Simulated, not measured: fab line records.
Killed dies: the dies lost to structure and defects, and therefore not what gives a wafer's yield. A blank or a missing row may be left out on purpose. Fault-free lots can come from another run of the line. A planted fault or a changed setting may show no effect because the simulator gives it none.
Which tool is to blame?	flow rit_cmos	Sampling: 13 lots, 39 wafers, 2 of 202 route steps

## WHAT THE GAUGES READ, wafer by wafer
RIT_M1_CD_MEAS_09 targets a cd of 2600 nm.
lot	measured	on	cd_nm (nm)
L321	day 3 10:59	cd_sem-01	2602.9 2600.5 2601.5
L322	day 3 18:37	cd_sem-02	2596.5 2597.0 2599.0
L324	day 4 01:19	cd_sem-01	2748.9 2749.4 2749.2
L325	day 4 14:49	cd_sem-01	2599.3 2600.3 2600.7
L326	day 4 19:51	cd_sem-01	2602.2 2600.7 2600.5
L328	day 4 23:24	cd_sem-02	2601.5 2600.8 2600.5
L335	day 6 09:04	cd_sem-02	2600.3 2601.3 2603.3
L336	day 6 13:59	cd_sem-02	2600.1 2600.4 2597.7
L340	day 7 12:41	cd_sem-01	2603.9 2602.7 2601.6
L341	day 7 18:10	cd_sem-01	2600.9 2602.8 2601.6
L342	day 8 03:37	cd_sem-02	2603.3 2603.0 2603.4
L343	day 8 07:40	cd_sem-02	2596.3 2597.3 2595.5
L344	day 8 11:23	cd_sem-01	2605.4 2604.2 2601.9

## TOOL THAT RAN EACH LOT (tool first, then ch and the chambers of the sampled wafers, then the start)
lot	RIT_M1_EXPOSE_06
L321	iline_stepper-01 ch 0, day 3 10:34
L322	iline_stepper-01 ch 0, day 3 18:11
L324	iline_stepper-01 ch 0, day 4 00:53
L325	iline_stepper-02 ch 0, day 4 14:23
L326	iline_stepper-02 ch 0, day 4 19:25
L328	iline_stepper-01 ch 0, day 4 22:58
L335	iline_stepper-01 ch 0, day 6 08:38
L336	iline_stepper-01 ch 0, day 6 13:33
L340	iline_stepper-01 ch 0, day 7 12:15
L341	iline_stepper-02 ch 0, day 7 17:44
L342	iline_stepper-01 ch 0, day 8 03:11
L343	iline_stepper-02 ch 0, day 8 07:14
L344	iline_stepper-01 ch 0, day 8 10:45
- RIT_M1_EXPOSE_06: exposes mask M12, target cd 2600 nm.

## AS READ BY THE TOOLS THEMSELVES (means over the sampled wafers that have a number; for cases with no such wafer, the mark the record gives instead)
The record holds no such reading with a usual standard deviation.

## THE ANSWER, worked out from the rows above alone
Rule: the lots themselves supply what counts as usual. The widest of any qualifying gaps counts: lots, ordered by their means at a reading, are off when they make up no more than a third of the lots, leave a main group of 4 or more, and stand apart from it by 3 or more times the standard deviation of that group's means. If all means in a main group match to the digits the tables above print for the reading, that group is not used. Also off: a lot with no number at a reading for which 4 or more lots have one. Any other lot the step has rows for is counted as sound. The gauges are gone through in route order, then the tools' own readings, and for those a lot's mean is taken as printed above. The first step at which some lot is off is used, and at that step the reading that is off furthest; a lot without a number counts as furthest.
Off: L324, at RIT_M1_CD_MEAS_09 (cd_nm). Main group: mean 2600.9 nm, sd 2.1.
A tool fits if, at a process step before that reading, it ran every lot that is off, and no sound lot after the first of them. Those tools and the gauges at RIT_M1_CD_MEAS_09 are tried in the same way. No candidate that was tried fits.

## WHAT HAD BEEN PUT IN BY THE SIMULATOR
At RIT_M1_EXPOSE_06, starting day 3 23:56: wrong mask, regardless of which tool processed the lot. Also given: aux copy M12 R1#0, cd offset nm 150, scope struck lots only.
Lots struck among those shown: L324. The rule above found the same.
